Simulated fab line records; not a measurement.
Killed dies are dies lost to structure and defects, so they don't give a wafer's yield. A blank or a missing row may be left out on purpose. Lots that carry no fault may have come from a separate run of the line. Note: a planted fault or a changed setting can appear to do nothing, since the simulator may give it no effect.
Split-lot experiment	flow berkeley_cmos170	5 lots, 23 wafers read, on a route of 331 steps

## THE SPLIT ITSELF
At UCB170_ZERO_COAT_01 (resist thk 900 nm), the setting resist_thk_nm was moved away from the recipe's 900 nm on 9 of the 23 wafers read, by -3.9% to +5.5%. All remaining wafers had this setting at the recipe value.

The split's own step is where the reading is taken.

## THE READING
KrF_of_ZERO_COAT_01.thk_nm (the simulator's own value, which no gauge read), in nm, at UCB170_ZERO_COAT_01 (resist thk 900 nm). No usual value for it is given in the file. Average 899.9 nm, standard deviation 2.4 nm, over the 14 wafers here run with the recipe.

wafer	tool, chamber at the split	resist_thk_nm as run, nm	against the recipe	KrF_of_ZERO_COAT_01.thk_nm, nm	against lot-mates on the recipe
L074.1	litho_track-03, 0	900	recipe	896.4	-
L074.2	litho_track-03, 0	900	recipe	895.4	-
L074.3	litho_track-03, 0	900	recipe	898.4	-
L074.4	litho_track-03, 0	900	recipe	896.6	-
L074.5	litho_track-03, 0	900	recipe	898.7	-
L076.1	litho_track-03, 0	865	-3.9%	864.3	-36.9
L076.2	litho_track-03, 0	865	-3.9%	864.2	-36.9
L076.3	litho_track-03, 0	900	recipe	900.8	-
L076.4	litho_track-03, 0	865	-3.9%	866.5	-34.6
L076.5	litho_track-03, 0	900	recipe	901.5	-
L082.1	litho_track-01, 0	864.9	-3.9%	865.8	-34.4
L082.2	litho_track-01, 0	900	recipe	900.6	-
L082.3	litho_track-01, 0	864.9	-3.9%	866.4	-33.8
L082.4	litho_track-01, 0	864.9	-3.9%	867.3	-32.9
L082.5	litho_track-01, 0	900	recipe	899.7	-
L083.2	litho_track-04, 0	949.5	+5.5%	950.5	+49.8
L083.3	litho_track-04, 0	900	recipe	902.1	-
L083.4	litho_track-04, 0	949.5	+5.5%	947.5	+46.8
L083.5	litho_track-04, 0	900	recipe	899.3	-
L083.6	litho_track-04, 0	949.5	+5.5%	952.7	+52.0
L084.1	litho_track-03, 0	900	recipe	904	-
L084.4	litho_track-03, 0	900	recipe	902	-
L084.5	litho_track-03, 0	900	recipe	902.4	-

FIT RESULTS
A straight line over all 23 wafers: KrF_of_ZERO_COAT_01.thk_nm changes by +8.97 nm for each +1% of resist_thk_nm; r = +1.00; the points scatter about the line by 2.3 nm.
The same after taking each lot's own level away (the mean of its wafers on the recipe; 23 wafers): +8.98 nm for each +1%; r = +1.00; scatter 1.4 nm.
According to that fit, moving resist_thk_nm by its largest amount changes the reading by 49 nm.
The span of the lots' own levels, 897.10 to 902.80 nm, comes to 2.3 times the standard deviation stated above.
So the lot-to-lot level changes the slope little: the two slopes agree.
Check: with one of the wafers moved furthest among these (+5.5%) left out of the fit, the line predicts +49.4 nm for it against its lot-mates. It came out at +49.8 nm against them.

## THE WHOLE CHAIN: every reading that the file lists as answering this split, in the file's order
step	what it does	reading	change (the file's fit)	r (the file's)
UCB170_ZERO_COAT_01	resist thk 900 nm	KrF_of_ZERO_COAT_01.thk_nm (the simulator's own value, which no gauge read)	+8.98 nm for each +1% of the setting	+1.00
UCB170_ZERO_STRIP_07	strips in O2	strip_time_to_endpoint_s	withheld for each +1% of the setting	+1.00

## THE FILE'S OWN FIT
KrF_of_ZERO_COAT_01.thk_nm changes by +8.98 nm for each +1% of resist_thk_nm, r = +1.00.
